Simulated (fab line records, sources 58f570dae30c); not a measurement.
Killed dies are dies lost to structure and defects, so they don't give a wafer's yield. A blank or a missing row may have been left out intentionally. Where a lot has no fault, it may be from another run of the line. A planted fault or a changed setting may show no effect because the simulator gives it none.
fab line records | flow berkeleyCmos170
[record] lots = 5 wafers = 23
route steps=331 shown M2@272 M3@326
startH: the number of hours between the record's first day and the start of the first shown wafer of the lot | waitH: how many hours have passed since the lot's step before this one | " unchanged from the row above | L1.1+2: a row that stands for several wafers | - no value, or no start given | * or withheld: withheld | < > ~ a bound
route shown NAME@n: a module of which the file shows steps, and the number in the route of the first | usual: mean/standard deviation of fault-free wafers | same: alike in all rows | chamber/n: place in a boat | sites: the reading at each site | _std_site: their standard deviation | _edge_site: inner sites' mean taken away from outer sites' mean | radiusMm: for every site, how far away it sits from the centre of the wafer | mask NAME#n: copy n | behind: the most recent tool/chamber to have shaped the wafer | hold: why the lot was held/for how many hours/how that ended | device: transistor that didn't switch, given as n, p or np | end of line: the tests these same wafers got at the end of their route | step lacking rows: just its recipe | killed: not the wafer's yield, but the dies lost to structure and defects at the first sort | map: dies across one wafer; x = killed, . = not, _ = none there
set.NAME: the setting the step ran with; set.NAME@STEP: the setting that earlier step ran with | model.NAME: the simulator's own value behind a step, which no gauge read
lots where settings were altered on purpose, with a table for each step and a row for each wafer
[[steps]]
[step UCB170_M2_SPUTTER_01]
[recipe] material = Al targetThkNm = 900 timeS = 120 powerW = 6000 chamberPressurePa = 0.5
// columns lot.wafer tool chamber startH waitH set.timeS model.Al_of_M2_SPUTTER_01.thkNm
L074.1 pvdSputter-02 - 184.46 0.0 120 900.5
L074.2 " - " " 135.8 1014
L074.3 " - " " 120 889.3
L074.4 " - " " 135.8 1020
L074.5 " - " " 120 894.1
L077.1 pvdSputter-02 - 189.22 0.0 120 888.2
L077.2 " - " " 120 883.8
L077.3 " - " " 125.3 928.3
L077.4 " - " " 125.3 920.6
L077.5 " - " " 125.3 927.7
L079.2 pvdSputter-02 - 207.50 0.0 120 898.5
L079.4 " - " " 120 900.7
L079.5 " - " " 120 901.6
L078.2 pvdSputter-03 - 208.96 0.0 120 884
L078.3 " - " " 120 890.1
L078.4 " - " " 115 862.7
L078.5 " - " " 115 867.7
L078.6 " - " " 115 851.5
L083.1 pvdSputter-01 - 227.25 0.0 129.3 983.9
L083.2 " - " " 120 902.9
L083.3 " - " " 120 911.6
L083.4 " - " " 129.3 987.4
L083.6 " - " " 129.3 985.6
[step UCB170_M2_RS_MEAS_02]
[recipe] thkMeasGauge = four-point-probe reads = Al_of_M2_SPUTTER_01
[usual] M2_AL_RS = 0.0322/0.0004
// columns lot.wafer tool chamber startH waitH set.timeS@M2_SPUTTER_01 M2_AL_RS[ohm/sq]
L074.1 filmMetro-01 - 184.55 0.0 120 0.0321
L074.2 " - " " 135.8 0.0284
L074.3 " - " " 120 0.0326
L074.4 " - " " 135.8 0.0283
L074.5 " - " " 120 0.0323
L077.1 filmMetro-01 - 189.30 0.0 120 0.0326
L077.2 " - " " 120 0.0328
L077.3 " - " " 125.3 0.0312
L077.4 " - " " 125.3 0.0314
L077.5 " - " " 125.3 0.0312
L079.2 filmMetro-02 - 207.60 0.1 120 0.0322
L079.4 " - " " 120 0.0322
L079.5 " - " " 120 0.0322
L078.2 filmMetro-01 - 209.06 0.1 120 0.0328
L078.3 " - " " 120 0.0325
L078.4 " - " " 115 0.0336
L078.5 " - " " 115 0.0334
L078.6 " - " " 115 0.0341
L083.1 filmMetro-01 - 227.33 0.0 129.3 0.0294
L083.2 " - " " 120 0.0320
L083.3 " - " " 120 0.0317
L083.4 " - " " 129.3 0.0293
L083.6 " - " " 129.3 0.0293
[step UCB170_M2_THK_MEAS_03]
[recipe] thkMeasGauge = xrf reads = Al_of_M2_SPUTTER_01
[usual] M2_AL_THK = 900/12
// columns lot.wafer tool chamber startH waitH set.timeS@M2_SPUTTER_01 M2_AL_THK[nm]
L074.1 filmMetro-01 - 184.67 0.1 120 904
L074.2 " - " " 135.8 1016
L074.3 " - " " 120 895
L074.4 " - " " 135.8 1026
L074.5 " - " " 120 899
L077.1 filmMetro-01 - 189.42 0.1 120 889
L077.2 " - " " 120 887
L077.3 " - " " 125.3 928
L077.4 " - " " 125.3 919
L077.5 " - " " 125.3 931
L079.2 filmMetro-02 - 207.71 0.1 120 900
L079.4 " - " " 120 904
L079.5 " - " " 120 901
L078.2 filmMetro-01 - 209.17 0.1 120 881
L078.3 " - " " 120 886
L078.4 " - " " 115 862
L078.5 " - " " 115 856
L078.6 " - " " 115 851
L083.1 filmMetro-01 - 227.45 0.1 129.3 989
L083.2 " - " " 120 907
L083.3 " - " " 120 911
L083.4 " - " " 129.3 990
L083.6 " - " " 129.3 984
[step UCB170_M2_PEB_13]
[recipe] pebTempC = 130 pebTimeS = withheld resist = KrF
// columns lot.wafer tool chamber startH waitH set.pebTempC
L074.1+4 lithoTrack-04 0 186.31 0.3 130
L074.2+3+5 " 0 " " 132.1
L077.1+4 lithoTrack-01 0 192.59 0.4 130
L077.2+3+5 " 0 " " 128.8
L079.2+4+5 lithoTrack-04 0 209.54 0.3 130
L078.2+5+6 lithoTrack-03 0 210.86 0.3 132.6
L078.3+4 " 0 " " 130
L083.1+2+3+4+6 lithoTrack-04 0 228.86 0.2 130
[step UCB170_M2_DEVELOP_14]
[recipe] developer = TMAH developTimeS = 45 resist = KrF devTempC = 21
[step UCB170_M2_CD_MEAS_15]
[recipe] targetCdNm = 700
[usual] cdNm = 700.2/1.3
// columns lot.wafer tool chamber startH waitH set.pebTempC@M2_PEB_13 cdNm
L074.1 cdSem-02 - 186.58 - 130 702.2
L074.2 " - " " 132.1 690.6
L074.3 " - " " 132.1 690.1
L074.4 " - " " 130 701.6
L074.5 " - " " 132.1 690.2
L077.1 cdSem-02 - 192.86 - 130 700.5
L077.2 " - " " 128.8 708.2
L077.3 " - " " 128.8 707.6
L077.4 " - " " 130 699.4
L077.5 " - " " 128.8 708.7
L079.2 cdSem-02 - 209.81 - 130 699.4
L079.4 " - " " 130 700.7
L079.5 " - " " 130 699.4
L078.2 cdSem-01 - 211.13 - 132.6 684.8
L078.3 " - " " 130 700.7
L078.4 " - " " 130 700.0
L078.5 " - " " 132.6 685.8
L078.6 " - " " 132.6 685.7
L083.1 cdSem-01 - 229.14 - 130 697.9
L083.2 " - " " 130 698.2
L083.3 " - " " 130 699.0
L083.4 " - " " 130 697.6
L083.6 " - " " 130 697.6
[step UCB170_M2_ETCH_17]
[recipe] chemistry = N2/H2 targetDepthA = withheld overetchA = withheld target = BARC timeS = withheld sourceW = 500 biasW = 100 pressureMtorr = 30 n2FlowSccm = 100 h2FlowSccm = 200
// columns lot.wafer tool chamber startH waitH set.pebTempC@M2_PEB_13 model.M2.cdNm
L074.1 rieDiel-02 0 186.74 0.0 130 702.7
L074.2 " 2 " " 132.1 691.7
L074.3 " 1 " " 132.1 690.6
L074.4 " 3 " " 130 701.4
L074.5 " 2 " " 132.1 689.8
L077.1 rieDiel-03 0 193.02 0.0 130 700.4
L077.2 " 1 " " 128.8 708
L077.3 " 2 " " 128.8 708.7
L077.4 " 3 " " 130 699.5
L077.5 " 2 " " 128.8 709.5
L079.2 rieDiel-01 3 209.94 0.0 130 698.3
L079.4 " 2 " " 130 700.3
L079.5 " 2 " " 130 698.7
L078.2 rieDiel-02 3 211.27 0.0 132.6 684.4
L078.3 " 0 " " 130 701.7
L078.4 " 1 " " 130 700.7
L078.5 " 1 " " 132.6 686.8
L078.6 " 0 " " 132.6 686.4
L083.1 rieDiel-03 3 229.29 0.0 130 697.8
L083.2 " 0 " " 130 698.3
L083.3 " 2 " " 130 699.8
L083.4 " 1 " " 130 698.8
L083.6 " 1 " " 130 698.4
[step UCB170_M2_METAL_ETCH_18]
[recipe] chemistry = Cl2/BCl3 target = Al stopOn = SiO2 pressureMtorr = 12 targetDepthA = 11700 overEtchFrac = 0.3 timeS = 195 icpW = 600 biasW = 120 Cl2_flow_sccm = 90 bcl3FlowSccm = 45
[usual] oesProductAu = 0.853/0.013
// columns lot.wafer tool chamber startH waitH set.overEtchFrac set.timeS@M2_SPUTTER_01 set.pebTempC@M2_PEB_13 oesProductAu model.M2.cdNm model.M2.featureDepthNm model.etch.depthNm
L074.1 rieMetal-03 0 186.78 - 0.3 120 130 0.839 695.5 959 900.5
L074.2 " 1 " " 0.3 135.8 132.1 0.910 688.9 - -
L074.3 " 1 " " 0.3 120 132.1 0.840 686.9 945 889.3
L074.4 " 0 " " 0.3 135.8 130 0.909 696.7 - -
L074.5 " 1 " " 0.3 120 132.1 0.847 686 949.7 894.1
L077.1 rieMetal-03 1 193.06 - 0.3 120 130 0.834 701 943.9 888.2
L077.2 " 0 " " 0.2203 120 128.8 0.864 709.6 938.8 883.8
L077.3 " 0 " " 0.3 125.3 128.8 0.859 706.3 987.2 928.3
L077.4 " 1 " " 0.2203 125.3 130 0.892 703.2 972.5 920.6
L077.5 " 1 " " 0.2203 125.3 128.8 0.888 714.2 979.6 927.7
L079.2 rieMetal-04 1 209.99 - 0.3 120 130 0.874 697.7 955.5 898.5
L079.4 " 1 " " 0.3 120 130 0.872 698.9 957.7 900.7
L079.5 " 0 " " 0.3 120 130 0.864 691.6 959.6 901.6
L078.2 rieMetal-01 1 211.31 - 0.3757 120 132.6 0.809 678.4 944.5 884
L078.3 " 0 " " 0.3757 120 130 0.830 696.9 952.9 890.1
L078.4 " 1 " " 0.3 115 130 0.827 702.4 918.7 862.7
L078.5 " 0 " " 0.3757 115 132.6 0.814 681.3 930.5 867.7
L078.6 " 1 " " 0.3 115 132.6 0.826 687.1 907.9 851.5
L083.1 rieMetal-04 1 229.34 - 0.3447 129.3 130 0.902 694.1 - -
L083.2 " 0 " " 0.3 120 130 0.862 695.6 960.9 902.9
L083.3 " 0 " " 0.3 120 130 0.862 694.6 969.6 911.6
L083.4 " 1 " " 0.3447 129.3 130 0.901 695.3 - -
L083.6 " 0 " " 0.3 129.3 130 0.902 692.7 - -
[step UCB170_M2_STRIP_19]
[recipe] chemistry = O2 powerW = 400 pressureMtorr = 3500 platenTempC = withheld o2FlowSccm = 400 overashFraction = 0.5
[step UCB170_M2_CD_MEAS_90]
[recipe] targetCdNm = 700
[usual] cdNm = 699.0/2.7
// columns lot.wafer tool chamber startH waitH set.pebTempC@M2_PEB_13 cdNm
L074.1 cdSem-01 - 187.07 0.1 130 695.4
L074.2 " - " " 132.1 688.8
L074.3 " - " " 132.1 686.8
L074.4 " - " " 130 696.8
L074.5 " - " " 132.1 686.2
L077.1 cdSem-02 - 193.35 0.1 130 701.0
L077.2 " - " " 128.8 709.7
L077.3 " - " " 128.8 706.4
L077.4 " - " " 130 703.3
L077.5 " - " " 128.8 714.2
L079.2 cdSem-01 - 210.29 0.1 130 697.7
L079.4 " - " " 130 698.8
L079.5 " - " " 130 691.6
L078.2 cdSem-01 - 211.62 0.1 132.6 678.3
L078.3 " - " " 130 697.2
L078.4 " - " " 130 702.4
L078.5 " - " " 132.6 681.2
L078.6 " - " " 132.6 687.2
L083.1 cdSem-01 - 229.62 0.1 130 694.3
L083.2 " - " " 130 695.8
L083.3 " - " " 130 695.1
L083.4 " - " " 130 695.1
L083.6 " - " " 130 692.4
[step UCB170_M3_ETCH_17]
[recipe] chemistry = N2/H2 targetDepthA = withheld overetchA = withheld target = BARC timeS = withheld sourceW = 500 biasW = 100 pressureMtorr = 30 n2FlowSccm = 100 h2FlowSccm = 200
[usual] oesProductAu = 0.995/0.023
// columns lot.wafer tool chamber startH waitH set.sourceW oesProductAu
L074.1 rieDiel-01 3 194.04 0.0 462.2 0.970
L074.2 " 1 " " 462.2 0.974
L074.3 " 2 " " 500 1.008
L074.4 " 2 " " 500 0.999
L074.5 " 1 " " 462.2 0.975
L077.1 rieDiel-01 0 199.32 0.0 500 0.987
L077.2 " 2 " " 500 1.003
L077.3 " 3 " " 500 0.986
L077.4 " 1 " " 500 1.001
L077.5 " 1 " " 500 1.011
L079.2 rieDiel-01 2 218.18 0.0 500 1.004
L079.4 " 0 " " 500 0.995
L079.5 " 0 " " 500 0.988
L078.2 rieDiel-01 1 220.14 0.0 500 0.998
L078.3 " 0 " " 500 0.986
L078.4 " 3 " " 551.2 1.035
L078.5 " 0 " " 551.2 1.030
L078.6 " 1 " " 551.2 1.050
L083.1 rieDiel-01 0 236.67 0.0 500 0.997
L083.2 " 1 " " 500 0.993
L083.3 " 2 " " 500 1.006
L083.4 " 3 " " 500 0.990
L083.6 " 3 " " 500 0.997
[[key]]
[split] step = UCB170_M2_SPUTTER_01 setting = timeS stated = 120 by = wafer
[response] step = UCB170_M2_SPUTTER_01 reading = model.Al_of_M2_SPUTTER_01.thkNm change = +9.28 per = 1% r = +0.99
[response] step = UCB170_M2_RS_MEAS_02 reading = M2_AL_RS change = -0.000304 per = 1% r = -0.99
[response] step = UCB170_M2_THK_MEAS_03 reading = M2_AL_THK change = +9.22 per = 1% r = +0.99
[response] step = UCB170_M2_METAL_ETCH_18 reading = oesProductAu change = +0.00488 per = 1% r = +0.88
[response] step = UCB170_M2_METAL_ETCH_18 reading = model.M2.featureDepthNm change = +7.95 per = 1% r = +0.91
[response] step = UCB170_M2_METAL_ETCH_18 reading = model.etch.depthNm change = +7.72 per = 1% r = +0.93
[split] step = UCB170_M2_PEB_13 setting = pebTempC stated = 130 by = wafer
[response] step = UCB170_M2_CD_MEAS_15 reading = cdNm change = -7.53 per = 1% r = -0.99
[response] step = UCB170_M2_ETCH_17 reading = model.M2.cdNm change = -7.65 per = 1% r = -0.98
[response] step = UCB170_M2_METAL_ETCH_18 reading = model.M2.cdNm change = -7.54 per = 1% r = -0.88
[response] step = UCB170_M2_CD_MEAS_90 reading = cdNm change = -7.6 per = 1% r = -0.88
[split] step = UCB170_M2_METAL_ETCH_18 setting = overEtchFrac stated = 0.3 by = wafer
response none clear
[split] step = UCB170_M3_ETCH_17 setting = sourceW stated = 500 by = wafer
[response] step = UCB170_M3_ETCH_17 reading = oesProductAu change = +0.00437 per = 1% r = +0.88
